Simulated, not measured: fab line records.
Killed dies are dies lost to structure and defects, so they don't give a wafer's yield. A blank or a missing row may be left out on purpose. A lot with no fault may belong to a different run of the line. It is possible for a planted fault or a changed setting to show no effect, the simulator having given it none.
2 desks looking at one fault    flow berkeleyCmos170    what lay behind the numbers comes last; until then each desk has only its own

== TOOL OWNER'S DESK, krfScanner-01 ==
The tool's own readings at UCB170_ACTIVE_EXPOSE_10 (exposes mask ACTIVE, target cd 1200 nm): means of the sampled wafers that have a number, for each lot that ran on this tool. Any lot whose mean is over 4 standard deviations away from the usual mean is out of limits and marked OUT; that distance is given in the brackets.
Columns: A = exposureDoseMJCm2 at UCB170_ACTIVE_EXPOSE_10, usual 19.998
lot   first seen here  A
L961  day 3 13:48      19.999
L962  day 4 02:34      19.986
L969  day 5 22:28      19.984
L970  day 5 22:36      20.015
L972  day 5 22:42      19.990
L971  day 5 22:48      20.004
L976  day 6 23:01      19.891 (-5.4) OUT
This desk finds L976 out of limits, L976 being first, at day 6 23:01 (exposureDoseMJCm2 at UCB170_ACTIVE_EXPOSE_10). In limits: L961, L962, L969, L970, L972, L971.

== METROLOGY DESK ==
Lot by lot, what the gauges showed, no matter which tool ran the lot: averages of those sampled wafers that carry a number. Any lot whose mean is over 4 standard deviations away from the usual mean is out of limits and marked OUT; that distance is given in the brackets.
Columns: A = NWELL_TW at UCB170_NWELL_TW_MEAS_16, usual 1243
lot   first seen here  A
L961  day 2 00:44      1258
L962  day 2 07:33      1227
L964  day 2 16:57      1233
L965  day 2 23:58      1256
L968  day 3 21:37      1246
L969  day 4 01:45      1241
L971  day 4 05:51      1260
L970  day 4 06:13      1244
L972  day 4 11:10      1235
L975  day 5 05:07      1249
L976  day 5 07:32      1256
L982  day 6 11:56      1233
L983  day 6 15:52      1232
This desk's finding: nothing out of limits on any of the 13 lots.

== TAKEN TOGETHER ==
On L976, at day 6 23:01, an alarm was possible from the tool owner's desk.
Metrology desk: nothing out of limits seen.
The metrology desk has L976 on record, within its limits.
On krfScanner-01, each named lot ran UCB170_ACTIVE_EXPOSE_10.

== WHAT THE SIMULATOR HAD PUT IN ==
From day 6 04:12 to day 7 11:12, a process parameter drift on krfScanner-01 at UCB170_ACTIVE_EXPOSE_10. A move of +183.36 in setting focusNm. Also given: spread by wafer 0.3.
Lots struck among those shown: L976.
How many hours passed from the start of the fault until each desk's first out-of-limits reading: the tool owner's desk, 19.
